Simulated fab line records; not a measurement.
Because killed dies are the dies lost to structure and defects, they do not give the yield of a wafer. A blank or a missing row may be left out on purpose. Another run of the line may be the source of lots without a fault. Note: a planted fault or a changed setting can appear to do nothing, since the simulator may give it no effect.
Lot-split experiment | flow ritCmos | route with 202 steps; 5 lots, 23 wafers read

## ABOUT THE SPLIT
At RIT_M1_EXPOSE_06 (exposes mask M12, target cd 2600 nm), the setting doseMj was moved away from the recipe's 250 on 9 of the 23 wafers read, by -3.5% to +7.3%. This setting was run at the recipe's value on the other wafers.

## FROM THE SPLIT TO THE READING: what the file shows between them, 2 steps
- RIT_M1_PEB_07
- RIT_M1_DEVELOP_08: develop time 68 s

## THE READING
cdNm, in nm, at RIT_M1_CD_MEAS_09 (target cd 2600 nm). On this fab line, fault-free wafers typically give 2600.3 nm with a standard deviation of 2.6 nm.

wafer  | tool, chamber at the split | doseMj as run | against the recipe | cdNm, nm | against lot-mates on the recipe
L074.2 | ilineStepper-01, 0         | 250           | recipe             | 2601.8   | -
L074.3 | ilineStepper-01, 0         | 243.8         | -2.5%              | 2609.1   | +7.6
L074.4 | ilineStepper-01, 0         | 250           | recipe             | 2601.0   | -
L074.5 | ilineStepper-01, 0         | 243.8         | -2.5%              | 2606.7   | +5.2
L074.6 | ilineStepper-01, 0         | 250           | recipe             | 2601.8   | -
L078.1 | ilineStepper-01, 0         | 250           | recipe             | 2601.9   | -
L078.2 | ilineStepper-01, 0         | 250           | recipe             | 2601.7   | -
L078.3 | ilineStepper-01, 0         | 241.3         | -3.5%              | 2612.4   | +10.5
L078.4 | ilineStepper-01, 0         | 241.3         | -3.5%              | 2611.1   | +9.2
L078.6 | ilineStepper-01, 0         | 250           | recipe             | 2602.2   | -
L082.1 | ilineStepper-01, 0         | 250           | recipe             | 2605.3   | -
L082.4 | ilineStepper-01, 0         | 250           | recipe             | 2606.2   | -
L082.5 | ilineStepper-01, 0         | 250           | recipe             | 2607.0   | -
L083.1 | ilineStepper-02, 0         | 250           | recipe             | 2596.9   | -
L083.2 | ilineStepper-02, 0         | 265.8         | +6.3%              | 2578.6   | -18.5
L083.3 | ilineStepper-02, 0         | 265.8         | +6.3%              | 2581.4   | -15.7
L083.4 | ilineStepper-02, 0         | 250           | recipe             | 2598.0   | -
L083.5 | ilineStepper-02, 0         | 250           | recipe             | 2596.4   | -
L085.1 | ilineStepper-01, 0         | 268.2         | +7.3%              | 2578.0   | -20.5
L085.2 | ilineStepper-01, 0         | 250           | recipe             | 2598.0   | -
L085.3 | ilineStepper-01, 0         | 250           | recipe             | 2599.0   | -
L085.4 | ilineStepper-01, 0         | 268.2         | +7.3%              | 2578.2   | -20.3
L085.6 | ilineStepper-01, 0         | 268.2         | +7.3%              | 2579.3   | -19.2

FIT RESULTS
A straight line over all 23 wafers: cdNm changes by -3.14 nm for each +1% of doseMj; r = -0.97; the points scatter about the line by 2.8 nm.
The same after taking each lot's own level away (the mean of its wafers on the recipe; 23 wafers): -2.73 nm for each +1%; r = -1.00; scatter 0.79 nm.
On that fit, the largest move of doseMj shifts the reading by 20 nm.
The span of the lots' own levels, 2597.10 to 2606.17 nm, comes to 3.5 times the standard deviation stated above.
So the lot-to-lot level changes the slope: the two fits differ.
Check: with one of the wafers moved furthest among these (+7.3%) left out of the fit, the line predicts -19.8 nm for it against its lot-mates. It came out at -20.5 nm against them.

## OTHER SPLITS ON THESE WAFERS
Other splits were also applied to these wafers ahead of the reading. Each is held against what the fit with the lots' levels taken away leaves over:
other split on the same wafers      | wafers away from the commonest value | r with cdNm (lot level and that fit taken away)
RIT_SPACER_CVD_03 sih2cl2FlowSccm   | 15                                   | +0.08
RIT_NSD_IMPLANT_08 energyKev        | 4                                    | +0.18
RIT_SILICIDE_SPUTTER_01 powerW      | 11                                   | -0.16
RIT_CONTACT_DEVELOP_07 developTimeS | 9                                    | +0.12
RIT_M1_SPUTTER_00 timeS             | 8                                    | +0.16

## FILE'S OWN FIT
cdNm changes by -2.73 nm for each +1% of doseMj, r = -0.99.
